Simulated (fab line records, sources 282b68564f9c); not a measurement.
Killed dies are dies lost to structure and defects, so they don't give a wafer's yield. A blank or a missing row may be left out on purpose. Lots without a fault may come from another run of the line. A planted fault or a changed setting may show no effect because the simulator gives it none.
A struck lot beside a sound one | flow rit_cmos | 44 steps out of a route of 202
Sound: wafers L655.3, L655.5, L655.6. Struck: wafers L647.1, L647.2, L647.3. The cause comes at the end.
At each step with rows: each side's tool, then ch and its chambers, then its first start. Under that, the readings that differ: sound wafers | struck wafers | difference of the means | sigmas: that difference in standard deviations of wafers without a fault.
alike: readings whose means differ by less than 2 such deviations, and words and numbers that are the same on both sides. not compared: withheld readings, readings that some wafer has no value for, bounds like >300 that may hide the same value, and numbers for which the record gives no deviation and whose values overlap.
The two part at a step that has a row with sigmas, a row that says differs or no value, or rows on one side only. Numbers that don't overlap but have no deviation are shown without sigmas and don't part them. A reading that every wafer of one side lacks parts them only if that side has two wafers or more.

first, 3 steps without rows for these wafers: RIT_REOX_CLEAN_01 (cleans in dHF, time 30 s); RIT_REOX_CLEAN_02 (cleans in SC2, time 600 s); RIT_REOX_OXIDATION_03 (target thk 25.2 nm, ox time 5580 s).
RIT_REOX_THK_MEAS_04:
  sound on film_metro-04, day 6 15:57; struck on film_metro-01, day 4 23:16
  reading             | sound          | struck         | difference | sigmas
  REOX_OXIDE_THK (nm) | 24.2 24.3 24.5 | 26.0 25.6 26.1 | +1.6       | +3
then, 6 steps without rows for these wafers: RIT_NLDD_HMDS_00 (prime time 60 s); RIT_NLDD_COAT_01 (resist thk 1000 nm); RIT_NLDD_SOFTBAKE_02 (time 60 s); RIT_NLDD_EXPOSE_03 (exposes mask M7, target cd 40700 nm); RIT_NLDD_PEB_04; RIT_NLDD_DEVELOP_05 (develop time 50 s).
RIT_NLDD_OVL_MEAS_06:
  sound on overlay-01, day 6 16:58; struck on overlay-01, day 5 00:21
  alike: NLDD_OVL
then, 1 step without rows for these wafers: RIT_NLDD_HARDBAKE_07 (time 60 s).
RIT_NLDD_IMPLANT_08:
  sound on implanter-04 ch 0, day 6 17:12; struck on implanter-03 ch 0, day 5 00:51
  alike: dose_ions_cm2
RIT_NLDD_STRIP_09: strips in O2, time 180 s.
  sound on plasma_asher-02 ch 0,1, day 6 17:22; struck on plasma_asher-03 ch 0,1, day 5 01:00
  alike: drypump_motor_current_A
  not compared: rf_hours_counter_h
RIT_NLDD_TW_MEAS_10:
  sound on film_metro-02, day 6 17:29; struck on film_metro-02, day 5 01:13
  reading | sound          | struck         | difference | sigmas
  NLDD_TW | 2479 2496 2483 | 2942 2933 2943 | +453       | +38
then, 6 steps without rows for these wafers: RIT_PLDD_HMDS_00 (prime time 60 s); RIT_PLDD_COAT_01 (resist thk 1000 nm); RIT_PLDD_SOFTBAKE_02 (time 60 s); RIT_PLDD_EXPOSE_03 (exposes mask M8, target cd 40900 nm); RIT_PLDD_PEB_04; RIT_PLDD_DEVELOP_05 (develop time 50 s).
RIT_PLDD_OVL_MEAS_06:
  sound on overlay-02, day 6 18:31; struck on overlay-02, day 5 02:08
  reading       | sound          | struck      | difference | sigmas
  PLDD_OVL (nm) | -1.0 -2.1 -1.3 | 1.6 1.4 1.7 | +3.0       | +2
then, 2 steps without rows for these wafers: RIT_PLDD_HARDBAKE_07 (time 60 s); RIT_PLDD_IMPLANT_08.
RIT_PLDD_STRIP_09: strips in O2, time 180 s.
  sound on plasma_asher-04 ch 0,1, day 6 18:54; struck on plasma_asher-01 ch 0,1, day 5 02:28
  alike: drypump_motor_current_A
  not compared: rf_hours_counter_h
RIT_PLDD_TW_MEAS_10:
  sound on film_metro-02, day 6 19:02; struck on film_metro-02, day 5 02:38
  alike: PLDD_TW
then, 4 steps without rows for these wafers: RIT_SPACER_CLEAN_00 (cleans in SC1, time 600 s); RIT_SPACER_CLEAN_01 (cleans in dHF, time 30 s); RIT_SPACER_CLEAN_02 (cleans in SC2, time 600 s); RIT_SPACER_CVD_03 (deposits Si3N4 from SiH2Cl2/NH3, target thk 250 nm, time 3300 s).
RIT_SPACER_THK_MEAS_04:
  sound on film_metro-02, day 6 21:23; struck on film_metro-03, day 5 05:45
  alike: SPACER_NITRIDE_THK
RIT_SPACER_ETCHBACK_05: etches Si3N4 in SF6/CHF3, stops on SiO2, target depth 250 nm, time 240 s.
  sound on rie_diel-01 ch 1,2,3, day 6 21:25; struck on rie_diel-03 ch 1,2,3, day 5 05:49
  alike: drypump_motor_current_A, oes_product_au, throttle_valve_pct
  not compared: rf_hours_counter_h
then, 6 steps without rows for these wafers: RIT_NSD_HMDS_00 (prime time 60 s); RIT_NSD_COAT_01 (resist thk 1000 nm); RIT_NSD_SOFTBAKE_02 (time 60 s); RIT_NSD_EXPOSE_03 (exposes mask M9, target cd 40700 nm); RIT_NSD_PEB_04; RIT_NSD_DEVELOP_05 (develop time 50 s).
RIT_NSD_OVL_MEAS_06:
  sound on overlay-01, day 6 22:34; struck on overlay-01, day 5 07:26
  alike: NSD_OVL
then, 2 steps without rows for these wafers: RIT_NSD_HARDBAKE_07 (time 60 s); RIT_NSD_IMPLANT_08.
RIT_NSD_STRIP_09: strips in O2, time 180 s.
  sound on plasma_asher-03 ch 0,1, day 6 22:56; struck on plasma_asher-01 ch 0,1, day 5 08:02
  alike: drypump_motor_current_A
  not compared: rf_hours_counter_h
RIT_SDANNEAL_RS_MEAS_07: measures by four-point-probe.
  sound on film_metro-02, day 7 01:29; struck on film_metro-04, day 5 11:22
  reading          | sound             | struck         | difference | sigmas
  NLDD_RS (ohm/sq) | 152.3 153.7 152.8 | 87.3 87.4 87.3 | -65.6      | -99 or more
RIT_M1_PROBE_99:
  sound on prober-02, day 7 08:34; struck on prober-02, day 5 18:59
  alike: killed_at_contacts, killed_at_front_end, killed_dies, killed_open, killed_short

WHERE THEY PART
First at RIT_REOX_THK_MEAS_04; last, within this record, at RIT_SDANNEAL_RS_MEAS_07. Later steps at which nothing parts them and some readings are alike: RIT_M1_PROBE_99.

WHY: what the simulator had put in
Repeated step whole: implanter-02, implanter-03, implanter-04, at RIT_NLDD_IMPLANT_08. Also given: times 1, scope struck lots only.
